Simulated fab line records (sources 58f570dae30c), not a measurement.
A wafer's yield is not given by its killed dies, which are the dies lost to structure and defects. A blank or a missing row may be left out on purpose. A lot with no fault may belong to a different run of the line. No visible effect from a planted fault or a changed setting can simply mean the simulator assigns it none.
Chamber matching || flow berkeley cmos170 || 4 sister chambers for UCB170_GATE_ETCH_15 on rie si-01
The step etches poly-Si in HBr/Cl2, stops on SiO2, time 56.3 s, target depth 278.2 nm. 4 wafers are shown with their chamber, then 8 later ones without.

== WAFERS PAIRED WITH THEIR CHAMBERS ==
{"wafer": "L369.2", "chamber": 2, "drypump motor current A (A)": 5.1}
{"wafer": "L369.3", "chamber": 0, "drypump motor current A (A)": 6.2}
{"wafer": "L369.5", "chamber": 1, "drypump motor current A (A)": 5.8}
{"wafer": "L372.1", "chamber": 3, "drypump motor current A (A)": 5.3}

== WAFERS WITH NO CHAMBER GIVEN ==
{"wafer": "L372.2", "drypump motor current A (A)": 5.1}
{"wafer": "L372.6", "drypump motor current A (A)": 6.2}
{"wafer": "L374.1", "drypump motor current A (A)": 6.3}
{"wafer": "L374.2", "drypump motor current A (A)": 5.1}
{"wafer": "L374.6", "drypump motor current A (A)": 5.8}
{"wafer": "L375.3", "drypump motor current A (A)": 5.1}
{"wafer": "L375.4", "drypump motor current A (A)": 6.2}
{"wafer": "L375.6", "drypump motor current A (A)": 5.1}

== THE CHAMBER EACH PASSED THROUGH ==
{"wafer": "L372.2", "from the rows above": 2, "in truth": 2}
{"wafer": "L372.6", "from the rows above": 0, "in truth": 0}
{"wafer": "L374.1", "from the rows above": 0, "in truth": 0}
{"wafer": "L374.2", "from the rows above": 2, "in truth": 2}
{"wafer": "L374.6", "from the rows above": 1, "in truth": 1}
{"wafer": "L375.3", "from the rows above": 2, "in truth": 2}
{"wafer": "L375.4", "from the rows above": 0, "in truth": 0}
{"wafer": "L375.6", "from the rows above": 2, "in truth": 2}
Correctly placed: 8 of 8. Number that these rows cannot place: 0. 0 placed wrongly.
How it was worked out, from the rows above alone: a wafer's distance from a chamber is the root of the sum, over the readings, of the square of ((its reading less the chamber's mean) divided by the reading's scatter). The wafer belongs to the nearest chamber; if the next one is less than 2 further off, it can't be placed. The mean given for a chamber averages the wafers shown for that chamber. The scatter: with one shown wafer a chamber, the root of the mean of the squares of how far each hidden wafer lies from its nearest shown one.
